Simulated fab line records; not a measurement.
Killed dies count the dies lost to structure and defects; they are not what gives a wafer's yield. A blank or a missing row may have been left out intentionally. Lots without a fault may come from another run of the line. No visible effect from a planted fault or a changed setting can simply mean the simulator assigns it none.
The tool behind it: which one? + flow rit_cmos + Sampling: 13 lots, 39 wafers, 3 of 202 route steps

## WHAT THE GAUGES SHOWED, per wafer
RIT_ACTIVE_THK_MEAS_02.
| lot  | measured    | on            | ACTIVE_OXIDE_THK (nm) |
|------|-------------|---------------|-----------------------|
| L678 | day 1 12:31 | film_metro-03 | 45.2 44.2 44.3        |
| L680 | day 1 23:15 | film_metro-04 | 45.2 46.7 46.0        |
| L681 | day 2 03:07 | film_metro-02 | 48.1 47.8 48.3        |
| L682 | day 2 08:03 | film_metro-03 | 48.1 47.3 47.8        |
| L687 | day 3 09:36 | film_metro-04 | 52.5 51.6 52.5        |
| L692 | day 4 10:04 | film_metro-02 | 45.9 46.3 46.4        |
| L693 | day 4 15:03 | film_metro-04 | 46.6 47.8 47.5        |
| L694 | day 4 20:04 | film_metro-04 | 47.4 47.6 47.6        |
| L696 | day 5 06:04 | film_metro-03 | 48.1 47.8 48.2        |
| L698 | day 5 16:03 | film_metro-04 | 47.9 48.6 48.0        |
| L699 | day 5 21:04 | film_metro-04 | 48.3 46.4 47.9        |
| L700 | day 6 02:03 | film_metro-04 | 46.9 47.9 47.4        |
| L701 | day 6 07:04 | film_metro-02 | 46.8 46.0 47.0        |

RIT_PLDD_OVL_MEAS_06.
| lot  | measured    | on         | PLDD_OVL (nm)  |
|------|-------------|------------|----------------|
| L678 | day 2 20:09 | overlay-01 | 0.8 0.3 1.0    |
| L680 | day 3 06:29 | overlay-01 | 1.1 1.6 1.6    |
| L681 | day 3 10:21 | overlay-01 | -2.2 -3.4 -4.0 |
| L682 | day 3 16:56 | overlay-01 | -1.8 -0.8 -1.5 |
| L687 | day 4 16:47 | overlay-02 | -2.2 -1.9 -1.4 |
| L692 | day 5 17:32 | overlay-01 | 0.9 -1.1 -0.5  |
| L693 | day 5 21:25 | overlay-02 | 0.1 -0.6 0.1   |
| L694 | day 6 02:48 | overlay-02 | -3.1 -1.9 -2.5 |
| L696 | day 6 13:35 | overlay-02 | 0.1 2.1 1.7    |
| L698 | day 7 01:17 | overlay-02 | 0.0 -1.9 -2.1  |
| L699 | day 7 05:48 | overlay-02 | 0.7 1.6 1.5    |
| L700 | day 7 10:54 | overlay-01 | -0.7 -2.8 -1.7 |
| L701 | day 7 18:04 | overlay-02 | -0.3 -0.9 -1.7 |

## TOOL THAT RAN EACH LOT (tool first, then ch and the chambers of the sampled wafers, then the start)
| lot  | RIT_ACTIVE_OXIDATION_01      |
|------|------------------------------|
| L678 | furnace-02 ch 0, day 1 10:35 |
| L680 | furnace-04 ch 0, day 1 21:19 |
| L681 | furnace-04 ch 0, day 2 01:11 |
| L682 | furnace-03 ch 0, day 2 06:07 |
| L687 | furnace-04 ch 0, day 3 07:40 |
| L692 | furnace-03 ch 0, day 4 08:07 |
| L693 | furnace-03 ch 0, day 4 13:07 |
| L694 | furnace-03 ch 0, day 4 18:07 |
| L696 | furnace-02 ch 0, day 5 04:07 |
| L698 | furnace-03 ch 0, day 5 14:07 |
| L699 | furnace-03 ch 0, day 5 19:07 |
| L700 | furnace-02 ch 0, day 6 00:07 |
| L701 | furnace-02 ch 0, day 6 05:07 |
- RIT_ACTIVE_OXIDATION_01: target thk 46.8 nm, ox time 3360 s.

## AS READ BY THE TOOLS THEMSELVES (means over the sampled wafers that have a number; for cases with no such wafer, the mark the record gives instead)
The record holds no such reading with a usual standard deviation.

## THE ANSWER, worked out from the rows above alone
Rule: usual is defined by the lots themselves. Put in order of their means at a reading, lots are off if they are a third of the lots or fewer, leave a main group of 4 or more, and stand apart from it by a gap of 3 or more times the standard deviation of the main group's means; of several such gaps the widest counts. Not used: any main group whose means are identical at the precision the tables above print for the reading. A lot without any number at a reading at which 4 lots or more have one is off too. Where the step has rows for the other lots, those lots are counted as sound. The gauges are gone through in route order, then the tools' own readings, and for those a lot's mean is taken as printed above. At the first step where some lot is off, the reading lying furthest off is the one used; lots without a number count as furthest.
Off: at RIT_ACTIVE_THK_MEAS_02 (ACTIVE_OXIDE_THK), L687. Mean 47.1 nm and standard deviation 1 in the main group.
If a tool, at a process step before that reading, ran all the lots that are off and no sound lot after the first of them, it fits. Those tools and the gauges at RIT_ACTIVE_THK_MEAS_02 are tried in the same way. One fits: RIT_ACTIVE_OXIDATION_01 on furnace-04. Its last sound lot is L681 (day 2 01:11), its first lot that is off L687 (day 3 07:40): a fault that began between those two fits.

## WHAT THE SIMULATOR HAD INSERTED
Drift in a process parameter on furnace-04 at RIT_ACTIVE_OXIDATION_01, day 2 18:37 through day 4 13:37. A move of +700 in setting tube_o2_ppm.
Struck lots among those shown: L687. The same result came from the rule above.
